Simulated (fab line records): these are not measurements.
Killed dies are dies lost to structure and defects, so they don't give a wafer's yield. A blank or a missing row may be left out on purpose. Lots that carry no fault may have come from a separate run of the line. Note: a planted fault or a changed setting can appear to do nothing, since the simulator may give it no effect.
A single fault, viewed from 2 desks :: flow rit cmos :: each desk holds nothing but its own numbers, with what lay behind them at the end

## FROM THE METROLOGY DESK
Means of the sampled wafers that have a number, per lot and without regard to the tool the lot ran on: this is what the gauges read. The brackets show how far a lot's mean lies from the usual mean; more than 4 standard deviations puts the lot out of limits, marked OUT.
Columns: A = NLDD_OVL at RIT_NLDD_OVL_MEAS_06, usual -0.6 nm; B = NLDD_TW at RIT_NLDD_TW_MEAS_10, usual 2486; C = PLDD_OVL at RIT_PLDD_OVL_MEAS_06, usual 0.3 nm
lot: L799
first seen here: day 2 19:36
A: -1.3
B: 2491
C: -1.1

lot: L802
first seen here: day 3 10:29
A: -2.7
B: 2507
C: -0.5

lot: L810
first seen here: day 5 06:41
A: -0.1
B: 2481
C: 2.5

lot: L812
first seen here: day 5 11:58
A: 0.2
B: 2459
C: -0.7

lot: L816
first seen here: day 6 09:16
A: -0.1
B: 2470
C: 0.1

lot: L821
first seen here: day 7 08:47
A: -1.8
B: 2468
C: 1.9
Result from this desk: across the 6 lots, nothing is out of limits.

## AT THE TOOL OWNER'S DESK: litho track-03
Per lot that ran on this tool, the mean of the sampled wafers carrying a number, from the tool's own readings at RIT_PLDD_HARDBAKE_07 (time 60 s). The brackets show how far a lot's mean lies from the usual mean; more than 4 standard deviations puts the lot out of limits, marked OUT.
Columns: A = heater power total W at RIT_PLDD_HARDBAKE_07, usual 62.55 W; B = plate temp C at RIT_PLDD_HARDBAKE_07, usual 140.03 C
lot: L799
first seen here: day 2 21:16
A: 62.51
B: 140.07

lot: L810
first seen here: day 5 08:21
A: 59.96 (-49) OUT
B: 135.52 (-32) OUT

lot: L812
first seen here: day 5 13:28
A: 59.87 (-51) OUT
B: 135.52 (-32) OUT
This desk finds L810, L812 out of limits, L810 being first, at day 5 08:21 (heater power total W at RIT_PLDD_HARDBAKE_07). Within limits: L799.

## ALL TOGETHER
On L810, L812, at day 5 08:21, an alarm was possible from the tool owner's desk.
The metrology desk saw nothing out of limits.
The metrology desk has L810, L812 on record, within its limits.
Every lot named ran RIT_PLDD_HARDBAKE_07 on litho track-03.

## WHAT HAD BEEN PUT IN BY THE SIMULATOR
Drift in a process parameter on litho track-03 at RIT_PLDD_HARDBAKE_07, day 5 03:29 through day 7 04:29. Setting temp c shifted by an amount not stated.
Struck lots among those shown: L810, L812.
How many hours passed from the start of the fault until each desk's first out-of-limits reading: the tool owner's desk, 5.
